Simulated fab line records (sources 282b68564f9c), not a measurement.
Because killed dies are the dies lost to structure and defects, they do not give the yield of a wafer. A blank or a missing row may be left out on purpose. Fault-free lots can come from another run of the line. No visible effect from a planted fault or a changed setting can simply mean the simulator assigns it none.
fab line records || flow ritCmos
[record] {"lots": 5, "wafers": 15, "lastDay": 7}
route steps=202 shown GATE@83 M1@202
lots untouched by any fault: they come from a run of this same line in which no faults occurred
startH: hours from the record's first day to the start of the lot's first wafer shown || waitH: hours from the lot's prior step to this one || " unchanged from the row above || L1.1+2: several wafers, shown together as one row || - no value, or no start was given || * or withheld: withheld || < > ~ a bound
route shown NAME@n: NAME is a module with steps in the file, n the number in the route of the first one || usual: mean/standard deviation of fault-free wafers || same: alike in all rows || chamber/n: place in a boat || sites: each site's reading || _std_site: the standard deviation of these || _edge_site: outer sites' mean less inner sites' || radiusMm: how far each site lies from the wafer's centre || mask NAME#n: copy n || behind: the last tool/chamber to shape the wafer || hold: why the lot went on hold/how many hours it stayed there/how the hold came to an end || device: the n, p or np transistor that did not switch || end of line: the tests these same wafers got at the end of their route || where a step has no rows: the recipe by itself || killed: count of dies lost to structure and defects at first sort (not the wafer's yield) || map: a wafer's dies, marking killed ones x, the rest . and places with no die _
set.NAME: the run value of the setting; set.NAME@STEP: its run value at that earlier step || model.NAME: the simulator's own value behind a step, which no gauge read
lots at selected steps of the route; one table per step, one row per wafer
services: when a tool's chamber went out of use (startH, in hours from the record's first day, below 0 if earlier), for how many hours, and the reason
[[steps]]
[step RIT_GATE_THK_MEAS_07]
[recipe] {"reads": "SiO2_of_GATE_OXIDATION_05"}
[usual] {"GATE_OXIDE_THK": "3.02/0.064"}
{"lot.wafer": "L739.3", "tool": "filmMetro-02", "chamber": "-", "startH": 43.46, "waitH": 0.0, "GATE_OXIDE_THK[nm]": 2.97}
{"lot.wafer": "L739.4", "tool": "filmMetro-02", "chamber": "-", "startH": 43.46, "waitH": 0.0, "GATE_OXIDE_THK[nm]": 3.06}
{"lot.wafer": "L739.6", "tool": "filmMetro-02", "chamber": "-", "startH": 43.46, "waitH": 0.0, "GATE_OXIDE_THK[nm]": 3.04}
{"lot.wafer": "L740.1", "tool": "filmMetro-03", "chamber": "-", "startH": 46.75, "waitH": 0.0, "GATE_OXIDE_THK[nm]": 3.01}
{"lot.wafer": "L740.3", "tool": "filmMetro-03", "chamber": "-", "startH": 46.75, "waitH": 0.0, "GATE_OXIDE_THK[nm]": 2.99}
{"lot.wafer": "L740.5", "tool": "filmMetro-03", "chamber": "-", "startH": 46.75, "waitH": 0.0, "GATE_OXIDE_THK[nm]": 2.97}
{"lot.wafer": "L751.3", "tool": "filmMetro-03", "chamber": "-", "startH": 100.56, "waitH": 0.0, "GATE_OXIDE_THK[nm]": 2.99}
{"lot.wafer": "L751.4", "tool": "filmMetro-03", "chamber": "-", "startH": 100.56, "waitH": 0.0, "GATE_OXIDE_THK[nm]": 2.94}
{"lot.wafer": "L751.5", "tool": "filmMetro-03", "chamber": "-", "startH": 100.56, "waitH": 0.0, "GATE_OXIDE_THK[nm]": 3.04}
{"lot.wafer": "L754.1", "tool": "filmMetro-04", "chamber": "-", "startH": 117.51, "waitH": 0.0, "GATE_OXIDE_THK[nm]": 3.19}
{"lot.wafer": "L754.2", "tool": "filmMetro-04", "chamber": "-", "startH": 117.51, "waitH": 0.0, "GATE_OXIDE_THK[nm]": 3.10}
{"lot.wafer": "L754.6", "tool": "filmMetro-04", "chamber": "-", "startH": 117.51, "waitH": 0.0, "GATE_OXIDE_THK[nm]": 3.11}
{"lot.wafer": "L758.2", "tool": "filmMetro-02", "chamber": "-", "startH": 135.40, "waitH": 0.0, "GATE_OXIDE_THK[nm]": 2.95}
{"lot.wafer": "L758.4", "tool": "filmMetro-02", "chamber": "-", "startH": 135.40, "waitH": 0.0, "GATE_OXIDE_THK[nm]": 2.91}
{"lot.wafer": "L758.5", "tool": "filmMetro-02", "chamber": "-", "startH": 135.40, "waitH": 0.0, "GATE_OXIDE_THK[nm]": 2.94}
[step RIT_GATE_CVD_08]
[recipe] {"material": "poly-Si", "targetThkNm": 250, "tempC": 610, "precursor": "SiH4", "timeS": 2220, "pressureMtorr": 300, "sih4FlowSccm": 100}
[step RIT_GATE_THK_MEAS_09]
[recipe] {"reads": "poly-Si_of_GATE_CVD_08"}
[usual] {"GATE_POLY_THK": "249.7/2.2"}
{"lot.wafer": "L739.3", "tool": "filmMetro-02", "chamber": "-", "startH": 45.14, "waitH": 0.0, "GATE_POLY_THK[nm]": 249.5}
{"lot.wafer": "L739.4", "tool": "filmMetro-02", "chamber": "-", "startH": 45.14, "waitH": 0.0, "GATE_POLY_THK[nm]": 251.1}
{"lot.wafer": "L739.6", "tool": "filmMetro-02", "chamber": "-", "startH": 45.14, "waitH": 0.0, "GATE_POLY_THK[nm]": 251.6}
{"lot.wafer": "L740.1", "tool": "filmMetro-03", "chamber": "-", "startH": 48.42, "waitH": 0.0, "GATE_POLY_THK[nm]": 249.5}
{"lot.wafer": "L740.3", "tool": "filmMetro-03", "chamber": "-", "startH": 48.42, "waitH": 0.0, "GATE_POLY_THK[nm]": 249.6}
{"lot.wafer": "L740.5", "tool": "filmMetro-03", "chamber": "-", "startH": 48.42, "waitH": 0.0, "GATE_POLY_THK[nm]": 248.4}
{"lot.wafer": "L751.3", "tool": "filmMetro-03", "chamber": "-", "startH": 102.24, "waitH": 0.0, "GATE_POLY_THK[nm]": 245.6}
{"lot.wafer": "L751.4", "tool": "filmMetro-03", "chamber": "-", "startH": 102.24, "waitH": 0.0, "GATE_POLY_THK[nm]": 250.4}
{"lot.wafer": "L751.5", "tool": "filmMetro-03", "chamber": "-", "startH": 102.24, "waitH": 0.0, "GATE_POLY_THK[nm]": 248.8}
{"lot.wafer": "L754.1", "tool": "filmMetro-02", "chamber": "-", "startH": 119.19, "waitH": 0.0, "GATE_POLY_THK[nm]": 247.2}
{"lot.wafer": "L754.2", "tool": "filmMetro-02", "chamber": "-", "startH": 119.19, "waitH": 0.0, "GATE_POLY_THK[nm]": 248.1}
{"lot.wafer": "L754.6", "tool": "filmMetro-02", "chamber": "-", "startH": 119.19, "waitH": 0.0, "GATE_POLY_THK[nm]": 247.4}
{"lot.wafer": "L758.2", "tool": "filmMetro-03", "chamber": "-", "startH": 137.08, "waitH": 0.0, "GATE_POLY_THK[nm]": 248.9}
{"lot.wafer": "L758.4", "tool": "filmMetro-03", "chamber": "-", "startH": 137.08, "waitH": 0.0, "GATE_POLY_THK[nm]": 247.7}
{"lot.wafer": "L758.5", "tool": "filmMetro-03", "chamber": "-", "startH": 137.08, "waitH": 0.0, "GATE_POLY_THK[nm]": 246.4}
[step RIT_GATE_HMDS_10]
[recipe] {"primeTimeS": 60, "primeTempC": 140}
[step RIT_GATE_COAT_11]
[recipe] {"resist": "NOVOLAK", "spinRpm": 4250, "resistThkNm": 850}
[step RIT_GATE_SOFTBAKE_12]
[recipe] {"resist": "NOVOLAK", "tempC": 90, "timeS": 60}
[step RIT_GATE_EXPOSE_13]
[recipe] {"maskId": "M6", "na": 0.6, "sourceShape": "conventional", "sigmaOuter": 0.6, "targetCdNm": 150, "doseMj": 380}
[step RIT_GATE_PEB_14]
[recipe] {"resist": "NOVOLAK", "tempC": "withheld", "timeS": "withheld"}
[step RIT_GATE_DEVELOP_15]
[recipe] {"resist": "NOVOLAK", "developTimeS": 50, "devTempC": 23}
[step RIT_GATE_CD_MEAS_16]
[recipe] {"targetCdNm": 150}
[usual] {"cdNm": "149.4/2.5"}
{"lot.wafer": "L739.3", "tool": "cdSem-02", "chamber": "-", "startH": 46.07, "waitH": "-", "cdNm": 153.0}
{"lot.wafer": "L739.4", "tool": "cdSem-02", "chamber": "-", "startH": 46.07, "waitH": "-", "cdNm": 152.9}
{"lot.wafer": "L739.6", "tool": "cdSem-02", "chamber": "-", "startH": 46.07, "waitH": "-", "cdNm": 149.3}
{"lot.wafer": "L740.1", "tool": "cdSem-01", "chamber": "-", "startH": 49.33, "waitH": "-", "cdNm": 148.2}
{"lot.wafer": "L740.3", "tool": "cdSem-01", "chamber": "-", "startH": 49.33, "waitH": "-", "cdNm": 150.3}
{"lot.wafer": "L740.5", "tool": "cdSem-01", "chamber": "-", "startH": 49.33, "waitH": "-", "cdNm": 149.1}
{"lot.wafer": "L751.3", "tool": "cdSem-02", "chamber": "-", "startH": 103.37, "waitH": "-", "cdNm": 152.7}
{"lot.wafer": "L751.4", "tool": "cdSem-02", "chamber": "-", "startH": 103.37, "waitH": "-", "cdNm": 151.0}
{"lot.wafer": "L751.5", "tool": "cdSem-02", "chamber": "-", "startH": 103.37, "waitH": "-", "cdNm": 151.6}
{"lot.wafer": "L754.1", "tool": "cdSem-02", "chamber": "-", "startH": 120.23, "waitH": "-", "cdNm": 152.5}
{"lot.wafer": "L754.2", "tool": "cdSem-02", "chamber": "-", "startH": 120.23, "waitH": "-", "cdNm": 150.2}
{"lot.wafer": "L754.6", "tool": "cdSem-02", "chamber": "-", "startH": 120.23, "waitH": "-", "cdNm": 150.1}
{"lot.wafer": "L758.2", "tool": "cdSem-01", "chamber": "-", "startH": 138.00, "waitH": "-", "cdNm": 145.5}
{"lot.wafer": "L758.4", "tool": "cdSem-01", "chamber": "-", "startH": 138.00, "waitH": "-", "cdNm": 144.7}
{"lot.wafer": "L758.5", "tool": "cdSem-01", "chamber": "-", "startH": 138.00, "waitH": "-", "cdNm": 144.5}
[step RIT_GATE_OVL_MEAS_17]
[usual] {"GATE_OVL": "-1.1/1.4"}
{"lot.wafer": "L739.3", "tool": "overlay-02", "chamber": "-", "startH": 46.16, "waitH": 0.1, "GATE_OVL[nm]": -0.6}
{"lot.wafer": "L739.4", "tool": "overlay-02", "chamber": "-", "startH": 46.16, "waitH": 0.1, "GATE_OVL[nm]": -2.7}
{"lot.wafer": "L739.6", "tool": "overlay-02", "chamber": "-", "startH": 46.16, "waitH": 0.1, "GATE_OVL[nm]": -2.1}
{"lot.wafer": "L740.1", "tool": "overlay-01", "chamber": "-", "startH": 49.45, "waitH": 0.1, "GATE_OVL[nm]": 0.6}
{"lot.wafer": "L740.3", "tool": "overlay-01", "chamber": "-", "startH": 49.45, "waitH": 0.1, "GATE_OVL[nm]": -1.2}
{"lot.wafer": "L740.5", "tool": "overlay-01", "chamber": "-", "startH": 49.45, "waitH": 0.1, "GATE_OVL[nm]": -1.9}
{"lot.wafer": "L751.3", "tool": "overlay-01", "chamber": "-", "startH": 103.46, "waitH": 0.1, "GATE_OVL[nm]": 0.2}
{"lot.wafer": "L751.4", "tool": "overlay-01", "chamber": "-", "startH": 103.46, "waitH": 0.1, "GATE_OVL[nm]": -1.1}
{"lot.wafer": "L751.5", "tool": "overlay-01", "chamber": "-", "startH": 103.46, "waitH": 0.1, "GATE_OVL[nm]": -0.8}
{"lot.wafer": "L754.1", "tool": "overlay-01", "chamber": "-", "startH": 120.35, "waitH": 0.1, "GATE_OVL[nm]": -2.2}
{"lot.wafer": "L754.2", "tool": "overlay-01", "chamber": "-", "startH": 120.35, "waitH": 0.1, "GATE_OVL[nm]": -0.7}
{"lot.wafer": "L754.6", "tool": "overlay-01", "chamber": "-", "startH": 120.35, "waitH": 0.1, "GATE_OVL[nm]": -2.6}
{"lot.wafer": "L758.2", "tool": "overlay-02", "chamber": "-", "startH": 138.10, "waitH": 0.1, "GATE_OVL[nm]": -1.2}
{"lot.wafer": "L758.4", "tool": "overlay-02", "chamber": "-", "startH": 138.10, "waitH": 0.1, "GATE_OVL[nm]": -1.1}
{"lot.wafer": "L758.5", "tool": "overlay-02", "chamber": "-", "startH": 138.10, "waitH": 0.1, "GATE_OVL[nm]": -1.7}
[step RIT_GATE_HARDBAKE_18]
[recipe] {"resist": "NOVOLAK", "tempC": 140, "timeS": 60}
[step RIT_GATE_ETCH_19]
[recipe] {"chemistry": "SF6/CHF3/O2", "timeS": 165, "SF6_flow_sccm": 30, "CHF3_flow_sccm": 30, "O2_flow_sccm": 5, "target": "poly-Si", "pressureMtorr": 40, "rfW": 160, "targetDepthA": 3125, "overEtchFrac": 0.25, "stopOn": "SiO2"}
[usual] {"drypumpMotorCurrentA": "5.8/0.64", "oesProductAu": "0.858/0.011", "throttleValvePct": "10.22/0.14"}
{"lot.wafer": "L739.3", "tool": "rieSi-02", "chamber": 1, "startH": 46.34, "waitH": 0.1, "drypumpMotorCurrentA": 6.4, "oesProductAu": 0.841, "rfHoursCounterH": 40, "throttleValvePct": 10.29, "model.NOVOLAK_of_GATE_COAT_11.thkNm": 668, "model.etch.depthNm": 249.7, "model.GATE.featureDepthNm": 249.7}
{"lot.wafer": "L739.4", "tool": "rieSi-02", "chamber": 3, "startH": 46.34, "waitH": 0.1, "drypumpMotorCurrentA": 6.5, "oesProductAu": 0.869, "rfHoursCounterH": 15, "throttleValvePct": 10.52, "model.NOVOLAK_of_GATE_COAT_11.thkNm": 674.6, "model.etch.depthNm": 251.3, "model.GATE.featureDepthNm": 251.3}
{"lot.wafer": "L739.6", "tool": "rieSi-02", "chamber": 1, "startH": 46.34, "waitH": 0.1, "drypumpMotorCurrentA": 6.4, "oesProductAu": 0.845, "rfHoursCounterH": "-", "throttleValvePct": 10.29, "model.NOVOLAK_of_GATE_COAT_11.thkNm": 669, "model.etch.depthNm": 251.7, "model.GATE.featureDepthNm": 251.7}
{"lot.wafer": "L740.1", "tool": "rieSi-01", "chamber": 0, "startH": 49.64, "waitH": 0.1, "drypumpMotorCurrentA": 5.7, "oesProductAu": 0.865, "rfHoursCounterH": 132, "throttleValvePct": 10.31, "model.NOVOLAK_of_GATE_COAT_11.thkNm": 677, "model.etch.depthNm": 249.5, "model.GATE.featureDepthNm": 249.5}
{"lot.wafer": "L740.3", "tool": "rieSi-01", "chamber": 2, "startH": 49.64, "waitH": 0.1, "drypumpMotorCurrentA": 5.2, "oesProductAu": 0.861, "rfHoursCounterH": 3, "throttleValvePct": 10.10, "model.NOVOLAK_of_GATE_COAT_11.thkNm": 677.1, "model.etch.depthNm": 249.6, "model.GATE.featureDepthNm": 249.6}
{"lot.wafer": "L740.5", "tool": "rieSi-01", "chamber": 0, "startH": 49.64, "waitH": 0.1, "drypumpMotorCurrentA": 5.7, "oesProductAu": 0.860, "rfHoursCounterH": "-", "throttleValvePct": 10.29, "model.NOVOLAK_of_GATE_COAT_11.thkNm": 678.5, "model.etch.depthNm": 248.5, "model.GATE.featureDepthNm": 248.5}
{"lot.wafer": "L751.3", "tool": "rieSi-02", "chamber": 2, "startH": 103.64, "waitH": 0.1, "drypumpMotorCurrentA": 6.8, "oesProductAu": 0.807, "rfHoursCounterH": 90, "throttleValvePct": 10.06, "model.NOVOLAK_of_GATE_COAT_11.thkNm": 699.4, "model.etch.depthNm": 225.5, "model.GATE.featureDepthNm": 225.5}
{"lot.wafer": "L751.4", "tool": "rieSi-02", "chamber": 1, "startH": 103.64, "waitH": 0.1, "drypumpMotorCurrentA": 6.4, "oesProductAu": 0.840, "rfHoursCounterH": 40, "throttleValvePct": 10.28, "model.NOVOLAK_of_GATE_COAT_11.thkNm": 673.6, "model.etch.depthNm": 250.4, "model.GATE.featureDepthNm": 250.4}
{"lot.wafer": "L751.5", "tool": "rieSi-02", "chamber": 2, "startH": 103.64, "waitH": 0.1, "drypumpMotorCurrentA": 6.8, "oesProductAu": 0.800, "rfHoursCounterH": "-", "throttleValvePct": 10.05, "model.NOVOLAK_of_GATE_COAT_11.thkNm": 699.8, "model.etch.depthNm": 226.3, "model.GATE.featureDepthNm": 226.3}
{"lot.wafer": "L754.1", "tool": "rieSi-01", "chamber": 2, "startH": 120.53, "waitH": 0.1, "drypumpMotorCurrentA": 5.2, "oesProductAu": 0.855, "rfHoursCounterH": 4, "throttleValvePct": 10.10, "model.NOVOLAK_of_GATE_COAT_11.thkNm": 672.2, "model.etch.depthNm": 247.1, "model.GATE.featureDepthNm": 247.1}
{"lot.wafer": "L754.2", "tool": "rieSi-01", "chamber": 3, "startH": 120.53, "waitH": 0.1, "drypumpMotorCurrentA": 5.1, "oesProductAu": 0.859, "rfHoursCounterH": 1, "throttleValvePct": 10.26, "model.NOVOLAK_of_GATE_COAT_11.thkNm": 667.1, "model.etch.depthNm": 248.2, "model.GATE.featureDepthNm": 248.2}
{"lot.wafer": "L754.6", "tool": "rieSi-01", "chamber": 3, "startH": 120.53, "waitH": 0.1, "drypumpMotorCurrentA": 5.1, "oesProductAu": 0.865, "rfHoursCounterH": "-", "throttleValvePct": 10.25, "model.NOVOLAK_of_GATE_COAT_11.thkNm": 667.9, "model.etch.depthNm": 247.3, "model.GATE.featureDepthNm": 247.3}
{"lot.wafer": "L758.2", "tool": "rieSi-01", "chamber": 1, "startH": 138.28, "waitH": 0.1, "drypumpMotorCurrentA": 5.3, "oesProductAu": 0.862, "rfHoursCounterH": 2, "throttleValvePct": 10.08, "model.NOVOLAK_of_GATE_COAT_11.thkNm": 667.5, "model.etch.depthNm": 248.9, "model.GATE.featureDepthNm": 248.9}
{"lot.wafer": "L758.4", "tool": "rieSi-01", "chamber": 3, "startH": 138.28, "waitH": 0.1, "drypumpMotorCurrentA": 5.1, "oesProductAu": 0.857, "rfHoursCounterH": 1, "throttleValvePct": 10.29, "model.NOVOLAK_of_GATE_COAT_11.thkNm": 669.1, "model.etch.depthNm": 247.8, "model.GATE.featureDepthNm": 247.8}
{"lot.wafer": "L758.5", "tool": "rieSi-01", "chamber": 3, "startH": 138.28, "waitH": 0.1, "drypumpMotorCurrentA": 5.1, "oesProductAu": 0.853, "rfHoursCounterH": "-", "throttleValvePct": 10.30, "model.NOVOLAK_of_GATE_COAT_11.thkNm": 666.2, "model.etch.depthNm": 246.4, "model.GATE.featureDepthNm": 246.4}
[step RIT_GATE_STRIP_20]
[recipe] {"chemistry": "O2", "timeS": 180, "resist": "NOVOLAK", "platenTempC": "withheld", "powerW": 500, "pressureMtorr": 4000, "o2FlowSccm": 3888}
[usual] {"drypumpMotorCurrentA": "5.7/0.58"}
{"lot.wafer": "L739.3", "tool": "plasmaAsher-04", "chamber": 0, "startH": 46.50, "waitH": 0.1, "drypumpMotorCurrentA": 4.8, "rfHoursCounterH": "-"}
{"lot.wafer": "L739.4", "tool": "plasmaAsher-04", "chamber": 1, "startH": 46.50, "waitH": 0.1, "drypumpMotorCurrentA": 5.6, "rfHoursCounterH": "-"}
{"lot.wafer": "L739.6", "tool": "plasmaAsher-04", "chamber": 1, "startH": 46.50, "waitH": 0.1, "drypumpMotorCurrentA": 5.6, "rfHoursCounterH": "-"}
{"lot.wafer": "L740.1", "tool": "plasmaAsher-03", "chamber": 1, "startH": 49.75, "waitH": 0.1, "drypumpMotorCurrentA": 5.6, "rfHoursCounterH": 43}
{"lot.wafer": "L740.3", "tool": "plasmaAsher-03", "chamber": 1, "startH": 49.75, "waitH": 0.1, "drypumpMotorCurrentA": 5.6, "rfHoursCounterH": "-"}
{"lot.wafer": "L740.5", "tool": "plasmaAsher-03", "chamber": 0, "startH": 49.75, "waitH": 0.1, "drypumpMotorCurrentA": 5.5, "rfHoursCounterH": "-"}
{"lot.wafer": "L751.3", "tool": "plasmaAsher-02", "chamber": 1, "startH": 103.81, "waitH": 0.1, "drypumpMotorCurrentA": 6.0, "rfHoursCounterH": "-"}
{"lot.wafer": "L751.4", "tool": "plasmaAsher-02", "chamber": 0, "startH": 103.81, "waitH": 0.1, "drypumpMotorCurrentA": 6.8, "rfHoursCounterH": "-"}
{"lot.wafer": "L751.5", "tool": "plasmaAsher-02", "chamber": 1, "startH": 103.81, "waitH": 0.1, "drypumpMotorCurrentA": 6.0, "rfHoursCounterH": "-"}
{"lot.wafer": "L754.1", "tool": "plasmaAsher-04", "chamber": 1, "startH": 120.64, "waitH": 0.1, "drypumpMotorCurrentA": 5.6, "rfHoursCounterH": 34}
{"lot.wafer": "L754.2", "tool": "plasmaAsher-04", "chamber": 0, "startH": 120.64, "waitH": 0.1, "drypumpMotorCurrentA": 4.8, "rfHoursCounterH": 34}
{"lot.wafer": "L754.6", "tool": "plasmaAsher-04", "chamber": 1, "startH": 120.64, "waitH": 0.1, "drypumpMotorCurrentA": 5.6, "rfHoursCounterH": "-"}
{"lot.wafer": "L758.2", "tool": "plasmaAsher-03", "chamber": 0, "startH": 138.39, "waitH": 0.1, "drypumpMotorCurrentA": 5.5, "rfHoursCounterH": 52}
{"lot.wafer": "L758.4", "tool": "plasmaAsher-03", "chamber": 0, "startH": 138.39, "waitH": 0.1, "drypumpMotorCurrentA": 5.5, "rfHoursCounterH": "-"}
{"lot.wafer": "L758.5", "tool": "plasmaAsher-03", "chamber": 1, "startH": 138.39, "waitH": 0.1, "drypumpMotorCurrentA": 5.6, "rfHoursCounterH": "-"}
[step RIT_M1_PROBE_99]
[usual] {"killedAtFrontEnd": "6.9/2.8", "killedDies": "7.0/2.8", "killedOnRim": "1.8/1.3", "killedOpen": "3.4/2", "killedShort": "3.5/2.1"}
[same] {"grossDies": 264, "killed_at_M0_to_M3": 0, "killed_at_M4_up": 0, "killedAtBackSide": 0, "killedAtContacts": 0, "killedAtOther": 0}
{"lot.wafer": "L739.3", "tool": "prober-02", "chamber": "-", "startH": 66.00, "waitH": 0.2, "killedAtFrontEnd": 6, "killedDies": 6, "killedOnRim": 0, "killedOpen": 0, "killedShort": 6}
{"lot.wafer": "L739.4", "tool": "prober-02", "chamber": "-", "startH": 66.05, "waitH": 0.2, "killedAtFrontEnd": 14, "killedDies": 14, "killedOnRim": 2, "killedOpen": 7, "killedShort": 7}
{"lot.wafer": "L739.6", "tool": "prober-02", "chamber": "-", "startH": 66.15, "waitH": 0.2, "killedAtFrontEnd": 5, "killedDies": 5, "killedOnRim": 3, "killedOpen": 1, "killedShort": 4}
{"lot.wafer": "L740.1", "tool": "prober-01", "chamber": "-", "startH": 69.67, "waitH": 0.1, "killedAtFrontEnd": 7, "killedDies": 7, "killedOnRim": 3, "killedOpen": 4, "killedShort": 3}
{"lot.wafer": "L740.3", "tool": "prober-01", "chamber": "-", "startH": 69.77, "waitH": 0.2, "killedAtFrontEnd": 8, "killedDies": 8, "killedOnRim": 2, "killedOpen": 5, "killedShort": 3}
{"lot.wafer": "L740.5", "tool": "prober-01", "chamber": "-", "startH": 69.87, "waitH": 0.2, "killedAtFrontEnd": 11, "killedDies": 11, "killedOnRim": 2, "killedOpen": 4, "killedShort": 7}
{"lot.wafer": "L751.3", "tool": "prober-02", "chamber": "-", "startH": 123.58, "waitH": 0.2, "killedAtFrontEnd": 264, "killedDies": 264, "killedOnRim": 70, "killedOpen": 3, "killedShort": 5}
{"lot.wafer": "L751.4", "tool": "prober-02", "chamber": "-", "startH": 123.63, "waitH": 0.2, "killedAtFrontEnd": 2, "killedDies": 2, "killedOnRim": 0, "killedOpen": 2, "killedShort": 0}
{"lot.wafer": "L751.5", "tool": "prober-02", "chamber": "-", "startH": 123.68, "waitH": 0.2, "killedAtFrontEnd": 264, "killedDies": 264, "killedOnRim": 70, "killedOpen": 6, "killedShort": 4}
{"lot.wafer": "L754.1", "tool": "prober-01", "chamber": "-", "startH": 142.55, "waitH": 0.1, "killedAtFrontEnd": 7, "killedDies": 7, "killedOnRim": 4, "killedOpen": 5, "killedShort": 2}
{"lot.wafer": "L754.2", "tool": "prober-01", "chamber": "-", "startH": 142.60, "waitH": 0.1, "killedAtFrontEnd": 12, "killedDies": 12, "killedOnRim": 4, "killedOpen": 6, "killedShort": 6}
{"lot.wafer": "L754.6", "tool": "prober-01", "chamber": "-", "startH": 142.80, "waitH": 0.2, "killedAtFrontEnd": 14, "killedDies": 14, "killedOnRim": 0, "killedOpen": 8, "killedShort": 6}
{"lot.wafer": "L758.2", "tool": "prober-02", "chamber": "-", "startH": 158.53, "waitH": 0.1, "killedAtFrontEnd": 5, "killedDies": 5, "killedOnRim": 1, "killedOpen": 3, "killedShort": 2}
{"lot.wafer": "L758.4", "tool": "prober-02", "chamber": "-", "startH": 158.63, "waitH": 0.2, "killedAtFrontEnd": 6, "killedDies": 6, "killedOnRim": 1, "killedOpen": 4, "killedShort": 2}
{"lot.wafer": "L758.5", "tool": "prober-02", "chamber": "-", "startH": 158.68, "waitH": 0.2, "killedAtFrontEnd": 8, "killedDies": 8, "killedOnRim": 3, "killedOpen": 6, "killedShort": 2}
// killed by level:class
L739.3 GATE:geometricParticle:short=5 REOX:geometricParticle:short=1
L739.4 GATE:geometricParticle:short=5 SPACER:geometricParticle:open=3 FOX1:geometricParticle:short=2 GATE:geometricParticle:open=2 REOX:geometricParticle:open=2
L739.6 GATE:geometricParticle:short=3 GATE:geometricParticle:open=1 SILICIDE:geometricParticle:short=1
L740.1 FOX1:geometricParticle:short=3 FOX1:geometricParticle:open=2 GATE:geometricParticle:open=1 SILICIDE:geometricParticle:open=1
L740.3 GATE:geometricParticle:open=3 REOX:geometricParticle:open=2 FOX1:geometricParticle:short=1 REOX:geometricParticle:short=1 SPACER:geometricParticle:short=1
L740.5 FOX1:geometricParticle:open=2 FOX1:geometricParticle:short=2 GATE:geometricParticle:short=2 REOX:geometricParticle:short=2 SPACER:geometricParticle:open=2 SPACER:geometricParticle:short=1
L751.3 GATE:areaEtch=255 GATE:geometricParticle:short=5 FOX1:geometricParticle:open=1 GATE:geometricParticle:open=1 SPACER:geometricParticle:open=1 PRETRO:coatMicrobubblePrinted=1
L751.4 GATE:geometricParticle:open=1 REOX:geometricParticle:open=1
L751.5 GATE:areaEtch=253 GATE:geometricParticle:open=4 GATE:geometricParticle:short=2 FOX1:geometricParticle:short=1 REOX:geometricParticle:open=1 REOX:geometricParticle:short=1 SILICIDE:geometricParticle:open=1 NRETRO:coatMicrobubblePrinted=1
L754.1 GATE:geometricParticle:short=2 SILICIDE:geometricParticle:open=2 FOX1:geometricParticle:open=1 FOX2:geometricParticle:open=1 GATE:geometricParticle:open=1
L754.2 FOX1:geometricParticle:open=2 FOX2:geometricParticle:short=2 GATE:geometricParticle:open=2 REOX:geometricParticle:short=2 FOX1:geometricParticle:short=1 GATE:geometricParticle:short=1 REOX:geometricParticle:open=1 SILICIDE:geometricParticle:open=1
L754.6 FOX1:geometricParticle:open=3 GATE:geometricParticle:short=3 GATE:geometricParticle:open=2 SPACER:geometricParticle:short=2 REOX:geometricParticle:open=2 FOX2:geometricParticle:open=1 FOX2:geometricParticle:short=1
L758.2 SILICIDE:geometricParticle:open=2 FOX1:geometricParticle:open=1 SPACER:geometricParticle:short=1 SILICIDE:geometricParticle:short=1
L758.4 GATE:geometricParticle:open=2 FOX1:geometricParticle:open=1 GATE:geometricParticle:short=1 SILICIDE:geometricParticle:open=1 SILICIDE:geometricParticle:short=1
L758.5 FOX2:geometricParticle:open=3 GATE:geometricParticle:open=2 FOX1:geometricParticle:open=1 FOX2:geometricParticle:short=1 SILICIDE:geometricParticle:short=1
// map L751.3 (x killed, . not)
________xxxxxxx_______
_____xxxxxxxxxxxxx____
____xxxxxxxxxxxxxxx___
___xxxxxxxxxxxxxxxxx__
__xxxxxxxxxxxxxxxxxxx_
__xxxxxxxxxxxxxxxxxxx_
_xxxxxxxxxxxxxxxxxxxxx
_xxxxxxxxxxxxxxxxxxxxx
_xxxxxxxxxxxxxxxxxxxxx
_xxxxxxxxxxxxxxxxxxxxx
__xxxxxxxxxxxxxxxxxxx_
__xxxxxxxxxxxxxxxxxxx_
___xxxxxxxxxxxxxxxxx__
____xxxxxxxxxxxxxxx___
_____xxxxxxxxxxxxx____
________xxxxxxx_______
// map L739.4 (x killed, . not)
________......._______
_____.............____
____.........x.....___
___.........x.......__
__..x................_
__x.................._
_.....................
_.....................
_.....x...........x...
_.............x...x...
__.....x............._
__..................._
___.......x.x.......__
____...x...........___
_____...x.x.......____
________......._______
[[services]]
{"tool": "rieSi-01", "chamber": "-", "startH": 26.04, "hours": 0.5, "kind": "repair"}
{"tool": "plasmaAsher-02", "chamber": "-", "startH": 33.02, "hours": 3.0, "kind": "repair"}
{"tool": "rieSi-01", "chamber": 3, "startH": 39.41, "hours": "-", "kind": "clean"}
{"tool": "rieSi-01", "chamber": 3, "startH": 39.41, "hours": 19.1, "kind": "scheduledDown"}
{"tool": "rieSi-01", "chamber": 3, "startH": 39.41, "hours": 19.1, "kind": "ventCycle"}
{"tool": "plasmaAsher-03", "chamber": "-", "startH": 62.49, "hours": 0.7, "kind": "repair"}
{"tool": "plasmaAsher-04", "chamber": "-", "startH": 93.69, "hours": 0.4, "kind": "repair"}
{"tool": "rieSi-01", "chamber": 0, "startH": 99.75, "hours": 3.5, "kind": "repair"}
{"tool": "plasmaAsher-04", "chamber": "-", "startH": 105.16, "hours": 2.2, "kind": "repair"}
{"tool": "plasmaAsher-02", "chamber": "-", "startH": 123.99, "hours": 3.4, "kind": "repair"}
{"tool": "rieSi-01", "chamber": 0, "startH": 124.61, "hours": 7.4, "kind": "repair"}
[[key]]
[firstSign] {"step": "RIT_GATE_ETCH_19", "reading": "oesProductAu", "direction": "down", "sigmas": 5, "usual": 0.858, "struck": 0.803}
[effect] {"step": "RIT_M1_PROBE_99", "reading": "killedAtFrontEnd", "direction": "up", "sigmas": 92, "usual": 6.9, "struck": 264}
[modelEffect] {"step": "RIT_GATE_ETCH_19", "value": "NOVOLAK_of_GATE_COAT_11.thkNm", "without": 675.4, "struck": 699.6}
[moreKillsBornAt] {"RIT_GATE_ETCH_19@rieSi-02": 508}
metAt RIT_GATE_ETCH_19
struckWafers L751.3,L751.5
laterRowsLeftOut L751.3,L751.5
testerLeftOut L751
[fault] {"kind": "processParameterDrift", "tool": "rieSi-02", "chamber": 2, "onsetH": 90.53, "steps": "RIT_GATE_ETCH_19", "channel": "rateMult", "offset": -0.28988, "shape": "step", "endH": 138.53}
// testerLeftOut: of these lots the tester's yield and bins aren't shown, on N5 and GAA mostly nor the transistor test; their killed dies are dies lost to structure and defects alone, not to doping, threshold or leakage, so they don't give the yield
// laterRowsLeftOut: the simulator's readings of these wafers behind a module that went badly wrong aren't trusted and aren't shown, but for the sort
